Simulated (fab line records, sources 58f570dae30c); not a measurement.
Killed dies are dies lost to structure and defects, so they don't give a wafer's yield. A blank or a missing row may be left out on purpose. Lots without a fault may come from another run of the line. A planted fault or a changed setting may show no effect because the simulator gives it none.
fab line records | flow berkeley_cmos170 | part 1 of 2: steps 1 to 35 of 44
record lots=6 wafers=18 last_day=11
route steps=331 shown SDANNEAL@205 PSD@206 NSD@207 PLDD@208 NLDD@209 SILICIDE@210 CONTACT@216 M1@238 M3@331
lots that met no fault: from a run of the same line without faults
start_h: hours from the record's first day to the start of the lot's first wafer shown | wait_h: hours since the lot's step before | " the same as in the row above | L1.1+2: a row that stands for several wafers | - no value, or no start given | * or withheld: withheld | < > ~ a bound
route shown NAME@n: a module of which the file shows steps, and the number in the route of the first | usual: mean/standard deviation of fault-free wafers | same: alike in all rows | chamber/n: place in a boat | sites: the reading at each site | _std_site: their standard deviation | _edge_site: outer sites' mean less inner sites' | radius_mm: how far each site lies from the wafer's centre | mask NAME#n: copy n | behind: the tool/chamber that last shaped the wafer | hold: why the lot was held/for how many hours/how that ended | device: the transistor (n, p or np) that didn't switch | end of line: the same wafers' tests at the end of the route | a step without rows: its recipe alone | killed: dies lost to structure and defects at the first sort, not the wafer's yield | map: a wafer's dies, x killed, . not, _ none there
set.NAME: the setting as run; set.NAME@STEP: as run at that earlier step | model.NAME: the simulator's own value behind a step, which no gauge read
lots at some steps of the route; a table a step, a row a wafer
services: from which hour (start_h, from the record's first day; less than 0 if before it) a tool's chamber was out of use, for how many hours, and why
## steps
# step UCB170_SDANNEAL_RTA_01
# recipe temp_c=1050 time_s=5 ambient=N2
# usual lamp_power_pct=36.2/1.3 wafer_temp_C_max=1056.3/1.4
# columns lot.wafer tool chamber start_h wait_h lamp_power_pct wafer_temp_C_max
L294.3 rtp_anneal-01 0 149.84 0.1 37.5 1055.6
L294.4 " 0 " " 37.6 1056.3
L294.6 " 0 " " 37.6 1056.1
L298.3 rtp_anneal-02 0 168.78 0.1 34.8 1054.7
L298.4 " 0 " " 34.9 1053.9
L298.5 " 0 " " 34.9 1054.0
L301.2 rtp_anneal-01 0 190.22 0.1 37.6 1055.9
L301.5 " 0 " " 37.6 1055.8
L301.6 " 0 " " 37.6 1057.5
L300.1 rtp_anneal-02 0 190.44 0.1 34.9 1055.8
L300.2 " 0 " " 34.9 1053.7
L300.3 " 0 " " 34.9 1055.0
L299.2 rtp_anneal-01 0 190.67 0.1 37.6 1056.3
L299.4 " 0 " " 37.6 1055.8
L299.6 " 0 " " 37.6 1056.8
L309.2 rtp_anneal-02 0 229.74 0.1 34.9 1054.0
L309.4 " 0 " " 34.9 1057.0
L309.5 " 0 " " 34.9 1055.9
# step UCB170_SDANNEAL_RS_MEAS_02
# recipe thk_meas_gauge=four-point-probe
# usual PSD_RS=75.7/0.3
# columns lot.wafer tool chamber start_h wait_h PSD_RS[ohm/sq]
L294.3 film_metro-04 - 149.92 0.1 75.4
L294.4 " - " " 75.4
L294.6 " - " " 75.5
L298.3 film_metro-03 - 168.86 0.1 75.5
L298.4 " - " " 75.8
L298.5 " - " " 75.6
L301.2 film_metro-03 - 190.29 0.1 75.9
L301.5 " - " " 75.7
L301.6 " - " " 75.7
L300.1 film_metro-01 - 190.50 0.0 76.0
L300.2 " - " " 75.4
L300.3 " - " " 75.8
L299.2 film_metro-03 - 190.83 0.1 75.6
L299.4 " - " " 75.7
L299.6 " - " " 75.9
L309.2 film_metro-04 - 229.81 0.1 75.3
L309.4 " - " " 75.7
L309.5 " - " " 75.6
# step UCB170_SDANNEAL_RS_MEAS_03
# recipe thk_meas_gauge=four-point-probe
# usual NSD_RS=37.31/0.081
# columns lot.wafer tool chamber start_h wait_h NSD_RS[ohm/sq]
L294.3 film_metro-04 - 150.04 0.1 37.24
L294.4 " - " " 37.34
L294.6 " - " " 37.31
L298.3 film_metro-03 - 168.98 0.1 37.18
L298.4 " - " " 37.22
L298.5 " - " " 37.23
L301.2 film_metro-03 - 190.41 0.1 37.33
L301.5 " - " " 37.40
L301.6 " - " " 37.41
L300.1 film_metro-01 - 190.62 0.1 37.36
L300.2 " - " " 37.27
L300.3 " - " " 37.36
L299.2 film_metro-03 - 190.95 0.1 37.24
L299.4 " - " " 37.20
L299.6 " - " " 37.07
L309.2 film_metro-04 - 229.93 0.1 37.18
L309.4 " - " " 37.32
L309.5 " - " " 37.12
# step UCB170_SDANNEAL_RS_MEAS_04
# recipe thk_meas_gauge=four-point-probe
# usual PLDD_RS=1032/3.2
# columns lot.wafer tool chamber start_h wait_h PLDD_RS[ohm/sq]
L294.3 film_metro-04 - 150.16 0.1 1028
L294.4 " - " " 1035
L294.6 " - " " 1033
L298.3 film_metro-03 - 169.10 0.1 1032
L298.4 " - " " 1030
L298.5 " - " " 1030
L301.2 film_metro-03 - 190.53 0.1 1030
L301.5 " - " " 1031
L301.6 " - " " 1030
L300.1 film_metro-01 - 190.74 0.1 1036
L300.2 " - " " 1038
L300.3 " - " " 1036
L299.2 film_metro-03 - 191.07 0.1 1028
L299.4 " - " " 1030
L299.6 " - " " 1030
L309.2 film_metro-04 - 230.05 0.1 1034
L309.4 " - " " 1032
L309.5 " - " " 1032
# step UCB170_SDANNEAL_RS_MEAS_05
# recipe thk_meas_gauge=four-point-probe
# usual NLDD_RS=617.0/1.7
# columns lot.wafer tool chamber start_h wait_h NLDD_RS[ohm/sq]
L294.3 film_metro-04 - 150.28 0.1 616.9
L294.4 " - " " 617.8
L294.6 " - " " 616.4
L298.3 film_metro-03 - 169.22 0.1 618.5
L298.4 " - " " 618.2
L298.5 " - " " 618.7
L301.2 film_metro-03 - 190.65 0.1 617.7
L301.5 " - " " 617.5
L301.6 " - " " 615.9
L300.1 film_metro-01 - 190.86 0.1 619.1
L300.2 " - " " 619.3
L300.3 " - " " 621.5
L299.2 film_metro-03 - 191.19 0.1 614.8
L299.4 " - " " 615.5
L299.6 " - " " 613.5
L309.2 film_metro-04 - 230.17 0.1 616.7
L309.4 " - " " 617.9
L309.5 " - " " 616.1
# step UCB170_SILICIDE_PRE_CLEAN_00
# recipe gas=Ar preclean_etch_time_s=60
# step UCB170_SILICIDE_SPUTTER_01
# recipe material=Ti target_thk_nm=30 time_s=25 power_w=1500 chamber_pressure_pa=0.5
# usual throttle_valve_pct=30.1/1.1
# columns lot.wafer tool chamber start_h wait_h throttle_valve_pct
L294.3 pvd_sputter-01 - 150.43 0.0 28.1
L294.4 " - " " 30.4
L294.6 " - " " 28.1
L298.3 pvd_sputter-01 - 169.37 0.0 29.6
L298.4 " - " " 30.6
L298.5 " - " " 29.4
L301.2 pvd_sputter-01 - 190.82 0.0 32.6
L301.5 " - " " 32.9
L301.6 " - " " 29.4
L300.1 pvd_sputter-04 - 191.05 0.0 29.5
L300.2 " - " " 29.2
L300.3 " - " " 29.7
L299.2 pvd_sputter-03 - 191.36 0.0 29.8
L299.4 " - " " 30.7
L299.6 " - " " 30.5
L309.2 pvd_sputter-01 - 230.34 0.0 30.6
L309.4 " - " " 29.6
L309.5 " - " " 30.5
# step UCB170_SILICIDE_RS_MEAS_02
# recipe thk_meas_gauge=four-point-probe reads=Ti_of_SILICIDE_SPUTTER_01
# usual SILICIDE_TI_RS=26.1/0.34
# columns lot.wafer tool chamber start_h wait_h SILICIDE_TI_RS[ohm/sq]
L294.3 film_metro-03 - 150.50 0.1 26.4
L294.4 " - " " 26.8
L294.6 " - " " 26.6
L298.3 film_metro-02 - 169.44 0.1 25.8
L298.4 " - " " 26.1
L298.5 " - " " 25.7
L301.2 film_metro-02 - 190.90 0.1 26.5
L301.5 " - " " 26.5
L301.6 " - " " 26.4
L300.1 film_metro-01 - 191.08 0.0 26.1
L300.2 " - " " 26.1
L300.3 " - " " 25.7
L299.2 film_metro-02 - 191.41 0.0 26.4
L299.4 " - " " 26.3
L299.6 " - " " 26.1
L309.2 film_metro-02 - 230.46 0.1 26.4
L309.4 " - " " 26.4
L309.5 " - " " 26.3
# step UCB170_SILICIDE_THK_MEAS_03
# recipe thk_meas_gauge=xrf reads=Ti_of_SILICIDE_SPUTTER_01
# usual SILICIDE_TI_THK=30.0/0.37
# columns lot.wafer tool chamber start_h wait_h SILICIDE_TI_THK[nm]
L294.3 film_metro-03 - 150.60 0.1 29.5
L294.4 " - " " 29.1
L294.6 " - " " 29.2
L298.3 film_metro-02 - 169.54 0.1 30.3
L298.4 " - " " 30.0
L298.5 " - " " 30.4
L301.2 film_metro-02 - 191.01 0.1 29.6
L301.5 " - " " 29.5
L301.6 " - " " 29.7
L300.1 film_metro-01 - 191.20 0.1 30.0
L300.2 " - " " 30.0
L300.3 " - " " 30.4
L299.2 film_metro-02 - 191.52 0.1 29.8
L299.4 " - " " 29.8
L299.6 " - " " 30.0
L309.2 film_metro-02 - 230.57 0.1 29.9
L309.4 " - " " 29.9
L309.5 " - " " 30.1
# step UCB170_SILICIDE_RTA_04
# recipe temp_c=650 time_s=15 ambient=N2
# usual lamp_power_pct=10.0/0.37 wafer_temp_C_max=653.9/0.98
# columns lot.wafer tool chamber start_h wait_h lamp_power_pct wafer_temp_C_max
L294.3 rtp_anneal-02 0 150.67 0.1 9.7 652.7
L294.4 " 0 " " 9.7 653.0
L294.6 " 0 " " 9.7 652.7
L298.3 rtp_anneal-01 0 169.60 0.1 10.4 654.5
L298.4 " 0 " " 10.4 654.0
L298.5 " 0 " " 10.4 654.1
L301.2 rtp_anneal-02 0 191.07 0.1 9.7 653.7
L301.5 " 0 " " 9.7 653.5
L301.6 " 0 " " 9.7 653.2
L300.1 rtp_anneal-02 0 191.26 0.1 9.7 654.3
L300.2 " 0 " " 9.7 653.0
L300.3 " 0 " " 9.7 652.8
L299.2 rtp_anneal-01 0 191.58 0.1 10.4 654.7
L299.4 " 0 " " 10.4 654.6
L299.6 " 0 " " 10.4 654.9
L309.2 rtp_anneal-01 0 230.64 0.1 10.4 655.7
L309.4 " 0 " " 10.5 655.6
L309.5 " 0 " " 10.4 654.4
# step UCB170_SILICIDE_WET_ETCH_05
# recipe chemistry=SPM time_s=45 temp_c=120 target=Ti
# step UCB170_CONTACT_CLEAN_00
# recipe chemistry=SPM temp_c=120 time_s=600
# step UCB170_CONTACT_CVD_01
# recipe material=PSG target_thk_nm=700 temp_c=450 precursor=SiH4/O2/PH3 time_s=2820 pressure_mtorr=300 sih4_flow_sccm=60 o2_flow_sccm=90 ph3_flow_sccm=25
# usual spike_tc_load_C=470.4/1.5 spike_tc_source_C=468.3/2.4
# columns lot.wafer tool chamber start_h wait_h spike_tc_load_C spike_tc_source_C model.PSG_of_CONTACT_CVD_01.thk_nm
L294.3 lpcvd-01 1 152.19 1.3 470.8 467.5 695.3
L294.4 " 1 " " 470.3 467.4 700.6
L294.6 " 1 " " 470.5 468.5 699.8
L298.3 lpcvd-01 0 171.56 0.0 472.7 470.3 613
L298.4 " 0 " " 468.8 467.1 610.1
L298.5 " 0 " " 469.8 469.5 605.1
L301.2 lpcvd-01 0 191.35 0.0 471.2 469.0 624.1
L301.5 " 0 " " 471.6 469.8 616.8
L301.6 " 0 " " 471.8 469.0 622
L300.1 lpcvd-02 0 191.78 0.0 467.7 465.8 694.2
L300.2 " 0 " " 468.1 465.8 697.1
L300.3 " 0 " " 468.7 464.6 696.4
L299.2 lpcvd-02 1 193.57 1.4 471.4 471.3 701.5
L299.4 " 1 " " 470.8 470.5 698
L299.6 " 1 " " 472.1 471.6 703.7
L309.2 lpcvd-02 1 231.16 0.0 472.9 470.2 702.9
L309.4 " 1 " " 471.4 469.7 703.5
L309.5 " 1 " " 471.9 470.2 707.5
# step UCB170_CONTACT_THK_MEAS_02
# recipe reads=PSG_of_CONTACT_CVD_01
# usual CONTACT_PSG_THK=696/5.5
# columns lot.wafer tool chamber start_h wait_h CONTACT_PSG_THK[nm]
L294.3 film_metro-02 - 154.00 0.0 695
L294.4 " - " " 701
L294.6 " - " " 700
L298.3 film_metro-04 - 173.37 0.0 613
L298.4 " - " " 610
L298.5 " - " " 605
L300.1 film_metro-04 - 193.57 0.0 695
L300.2 " - " " 697
L300.3 " - " " 696
L301.2 film_metro-01 - 194.03 0.0 625
L301.5 " - " " 616
L301.6 " - " " 622
L299.2 film_metro-02 - 195.36 0.0 701
L299.4 " - " " 698
L299.6 " - " " 704
L309.2 film_metro-01 - 232.95 0.0 703
L309.4 " - " " 704
L309.5 " - " " 707
# step UCB170_CONTACT_HMDS_03
# recipe prime_time_s=60 prime_temp_c=100
# step UCB170_CONTACT_COAT_04
# recipe resist=KrF spin_rpm=1500 resist_thk_nm=900
# step UCB170_CONTACT_SOFTBAKE_05
# recipe resist=KrF temp_c=130 time_s=60
# step UCB170_CONTACT_STRIP_06
# recipe chemistry=O2 power_w=400 pressure_mtorr=3500 platen_temp_c=withheld o2_flow_sccm=400 overash_fraction=0.5
# step UCB170_CONTACT_CLEAN_07
# recipe chemistry=SPM temp_c=120 time_s=600
# step UCB170_CONTACT_RTA_08
# recipe temp_c=900 time_s=10 ambient=N2
# step UCB170_CONTACT_COAT_09
# recipe resist=BARC temp_c=withheld time_s=withheld spin_rpm=3000 resist_thk_nm=withheld
# step UCB170_CONTACT_COAT_10
# recipe resist=KrF spin_rpm=1500 resist_thk_nm=900
# step UCB170_CONTACT_SOFTBAKE_11
# recipe resist=KrF temp_c=130 time_s=60
# step UCB170_CONTACT_EXPOSE_12
# recipe mask_id=CONT target_cd_nm=700 na=0.5 sigma_outer=0.6 source_shape=conventional dose_mj=35
# step UCB170_CONTACT_PEB_13
# recipe peb_temp_c=130 peb_time_s=withheld resist=KrF
# step UCB170_CONTACT_DEVELOP_14
# recipe developer=TMAH develop_time_s=45 resist=KrF dev_temp_c=21
# step UCB170_CONTACT_CD_MEAS_15
# recipe target_cd_nm=700
# usual cd_nm=700.3/1.5
# columns lot.wafer tool chamber start_h wait_h cd_nm
L294.3 cd_sem-01 - 156.57 - 702.4
L294.4 " - " " 701.6
L294.6 " - " " 702.5
L298.3 cd_sem-02 - 176.66 - 699.2
L298.4 " - " " 699.6
L298.5 " - " " 698.7
L300.1 cd_sem-02 - 195.40 - 698.9
L300.2 " - " " 698.8
L300.3 " - " " 699.3
L301.2 cd_sem-01 - 196.15 - 699.3
L301.5 " - " " 699.0
L301.6 " - " " 698.4
L299.2 cd_sem-02 - 197.38 - 699.8
L299.4 " - " " 699.3
L299.6 " - " " 699.5
L309.2 cd_sem-02 - 235.20 - 700.8
L309.4 " - " " 700.7
L309.5 " - " " 699.1
# step UCB170_CONTACT_OVL_MEAS_16
# usual CONTACT_OVL=-1/6.3
# columns lot.wafer tool chamber start_h wait_h CONTACT_OVL[nm]
L294.3 overlay-01 - 156.66 0.1 -8
L294.4 " - " " 9
L294.6 " - " " -1
L298.3 overlay-01 - 176.75 0.1 3
L298.4 " - " " -2
L298.5 " - " " 8
L300.1 overlay-02 - 195.52 0.1 -4
L300.2 " - " " -1
L300.3 " - " " -5
L301.2 overlay-02 - 196.26 0.1 3
L301.5 " - " " 0
L301.6 " - " " 6
L299.2 overlay-02 - 197.48 0.1 6
L299.4 " - " " 4
L299.6 " - " " 9
L309.2 overlay-01 - 235.31 0.1 2
L309.4 " - " " 2
L309.5 " - " " -7
# step UCB170_CONTACT_ETCH_17
# recipe chemistry=N2/H2 target_depth_a=withheld overetch_a=withheld target=BARC time_s=withheld source_w=500 bias_w=100 pressure_mtorr=30 n2_flow_sccm=100 h2_flow_sccm=200
# usual drypump_motor_current_A=5.7/0.49 oes_product_au=1.001/0.016 throttle_valve_pct=13.28/0.19
# columns lot.wafer tool chamber start_h wait_h drypump_motor_current_A oes_product_au throttle_valve_pct
L294.3 rie_diel-02 3 156.69 0.0 6.0 0.993 13.34
L294.4 " 2 " " 5.7 1.001 13.07
L294.6 " 1 " " 6.2 0.998 13.42
L298.3 rie_diel-04 2 176.78 0.0 6.6 1.030 13.33
L298.4 " 0 " " 5.4 1.017 13.29
L298.5 " 1 " " 6.1 1.027 13.06
L300.1 rie_diel-02 0 195.56 0.0 5.3 0.990 13.13
L300.2 " 3 " " 6.0 0.997 13.36
L300.3 " 1 " " 6.2 0.987 13.42
L301.2 rie_diel-04 0 196.29 0.0 5.4 1.016 13.28
L301.5 " 0 " " 5.4 1.019 13.29
L301.6 " 1 " " 6.1 1.019 13.05
L299.2 rie_diel-02 1 197.51 0.0 6.2 0.992 13.43
L299.4 " 0 " " 5.3 0.976 13.16
L299.6 " 1 " " 6.3 0.994 13.41
L309.2 rie_diel-02 1 235.34 0.0 6.2 0.995 13.41
L309.4 " 2 " " 5.7 1.005 13.04
L309.5 " 1 " " 6.3 0.993 13.44
# step UCB170_CONTACT_ETCH_18
# recipe chemistry=CHF3/CF4/Ar target=PSG stop_on=TiSi2 CHF3_flow_sccm=45 cf4_flow_sccm=15 Ar_flow_sccm=150 pressure_mtorr=200 rf_w=700 target_depth_a=8400 over_etch_frac=0.2 time_s=195
# usual CHF3_flow_sccm=45.01/0.15 drypump_motor_current_A=5.7/0.48 oes_product_au=0.894/0.012 throttle_valve_pct=6.90/0.12
# columns lot.wafer tool chamber start_h wait_h CHF3_flow_sccm drypump_motor_current_A oes_product_au rf_hours_counter_h throttle_valve_pct model.CONTACT.feature_depth_nm model.etch.depth_nm
L294.3 rie_diel-02 3 - - 45.05 5.9 0.879 5 6.98 695.3 695.3
L294.4 " 2 " " 45.20 5.7 0.906 103 6.82 700.6 700.6
L294.6 " 1 " " 45.11 6.2 0.902 - 6.95 699.8 699.8
L298.3 rie_diel-04 2 - - 45.18 6.6 0.853 58 6.95 613 613
L298.4 " 0 " " 45.19 5.4 0.833 113 6.82 610.1 610.1
L298.5 " 1 " " 45.14 6.1 0.834 - 6.75 605.1 605.1
L300.1 rie_diel-02 0 - - 44.82 5.3 0.888 84 6.84 694.2 694.2
L300.2 " 3 " " 44.93 5.9 0.877 7 6.97 697.1 697.1
L300.3 " 1 " " 45.10 6.2 0.895 98 6.98 696.4 696.4
L301.2 rie_diel-04 0 - - 45.01 5.4 0.853 114 6.81 624.1 624.1
L301.5 " 0 " " 45.09 5.4 0.848 - 6.81 616.8 616.8
L301.6 " 1 " " 45.03 6.1 0.842 - 6.75 622 622
L299.2 rie_diel-02 1 - - 44.82 6.2 0.903 98 6.95 701.5 701.5
L299.4 " 0 " " 45.23 5.3 0.878 84 6.81 698 698
L299.6 " 1 " " 44.81 6.2 0.903 - 6.97 703.7 703.7
L309.2 rie_diel-02 1 - - 45.05 6.2 0.901 100 6.96 702.9 702.9
L309.4 " 2 " " 45.06 5.7 0.905 107 6.82 703.5 703.5
L309.5 " 1 " " 44.93 6.2 0.902 - 6.98 707.5 707.5
# step UCB170_CONTACT_STRIP_19
# recipe chemistry=O2 power_w=400 pressure_mtorr=3500 platen_temp_c=withheld o2_flow_sccm=400 overash_fraction=0.5
# usual drypump_motor_current_A=5.9/0.32 oes_product_au=0.725/0.0044
# columns lot.wafer tool chamber start_h wait_h drypump_motor_current_A oes_product_au rf_hours_counter_h
L294.3 plasma_asher-01 0 156.89 - 6.3 0.726 -
L294.4 " 1 " " 5.9 0.729 -
L294.6 " 1 " " 5.9 0.732 -
L298.3 plasma_asher-04 1 176.98 - 6.3 0.719 -
L298.4 " 0 " " 6.0 0.728 -
L298.5 " 0 " " 6.0 0.724 -
L300.1 plasma_asher-01 1 195.72 - 5.9 0.718 41
L300.2 " 0 " " 6.3 0.726 41
L300.3 " 1 " " 5.9 0.728 -
L301.2 plasma_asher-03 0 196.46 - 5.5 0.722 8
L301.5 " 0 " " 5.5 0.722 -
L301.6 " 1 " " 5.5 0.725 -
L299.2 plasma_asher-03 0 197.68 - 5.6 0.728 8
L299.4 " 0 " " 5.5 0.732 -
L299.6 " 0 " " 5.5 0.735 -
L309.2 plasma_asher-01 0 235.51 - 6.3 0.727 48
L309.4 " 1 " " 5.9 0.721 -
L309.5 " 0 " " 6.3 0.724 -
# step UCB170_CONTACT_CD_MEAS_90
# recipe target_cd_nm=700
# usual cd_nm=700.2/1.8
# columns lot.wafer tool chamber start_h wait_h cd_nm
L294.3 cd_sem-01 - 157.00 0.1 703.1
L294.4 " - " " 701.8
L294.6 " - " " 703.0
L298.3 cd_sem-02 - 177.08 0.1 698.6
L298.4 " - " " 699.2
L298.5 " - " " 699.4
L300.1 cd_sem-02 - 195.82 0.1 698.8
L300.2 " - " " 698.6
L300.3 " - " " 699.2
L301.2 cd_sem-02 - 196.58 0.1 699.7
L301.5 " - " " 699.4
L301.6 " - " " 698.8
L299.2 cd_sem-01 - 197.80 0.1 699.5
L299.4 " - " " 699.6
L299.6 " - " " 699.4
L309.2 cd_sem-02 - 235.63 0.1 700.8
L309.4 " - " " 700.7
L309.5 " - " " 698.8
# step UCB170_CONTACT_CLEAN_20
# recipe chemistry=SPM temp_c=120 time_s=600
# step UCB170_M1_SPUTTER_00
# recipe material=Al target_thk_nm=600 time_s=80 power_w=6000 chamber_pressure_pa=0.5
# step UCB170_M1_RS_MEAS_01
# recipe thk_meas_gauge=four-point-probe reads=Al_of_M1_SPUTTER_00
# usual M1_AL_RS=0.0487/0.00052
# columns lot.wafer tool chamber start_h wait_h M1_AL_RS[ohm/sq]
L294.3 film_metro-03 - 157.35 0.1 0.0495
L294.4 " - " " 0.0497
L294.6 " - " " 0.0485
L298.3 film_metro-03 - 177.44 0.1 0.0489
L298.4 " - " " 0.0493
L298.5 " - " " 0.0492
L300.1 film_metro-01 - 196.20 0.0 0.0477
L300.2 " - " " 0.0480
L300.3 " - " " 0.0475
L301.2 film_metro-04 - 197.17 0.1 0.0493
L301.5 " - " " 0.0491
L301.6 " - " " 0.0492
L299.2 film_metro-01 - 198.35 0.1 0.0486
L299.4 " - " " 0.0492
L299.6 " - " " 0.0487
L309.2 film_metro-03 - 236.43 0.1 0.0492
L309.4 " - " " 0.0485
L309.5 " - " " 0.0486
## key
first_sign step=UCB170_CONTACT_THK_MEAS_02 reading=CONTACT_PSG_THK direction=down sigmas=15 usual=696 struck=615
effect step=UCB170_CONTACT_ETCH_18 reading=oes_product_au direction=down sigmas=4.2 usual=0.894 struck=0.844
model_effect step=UCB170_CONTACT_CVD_01 value=PSG_of_CONTACT_CVD_01.thk_nm without=692.2 struck=615.2
model_effect step=UCB170_CONTACT_ETCH_18 value=CONTACT.feature_depth_nm without=692.2 struck=615.2
model_effect step=UCB170_M1_METAL_ETCH_12 value=PSG_of_CONTACT_CVD_01.thk_nm without=654.3 struck=577.3
model_effect step=UCB170_M3_PROBE_99 value=etest.field_p_metal.vt_v without=-59.33 struck=-54.85
met_at UCB170_CONTACT_CVD_01
struck_wafers L298.3,L298.4,L298.5,L301.2,L301.5,L301.6
tester_left_out L298,L301
onset_between 152.19 171.56
fault kind=process_parameter_drift tool=lpcvd-01 chamber=- onset_h=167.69 steps=UCB170_CONTACT_CVD_01 channel=target_thk_nm offset=-77 shape=step end_h=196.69 acts_in=these_recipes_only stated=700
# tester_left_out: of these lots the tester's yield and bins aren't shown, on N5 and GAA mostly nor the transistor test; their killed dies are dies lost to structure and defects alone, not to doping, threshold or leakage, so they don't give the yield
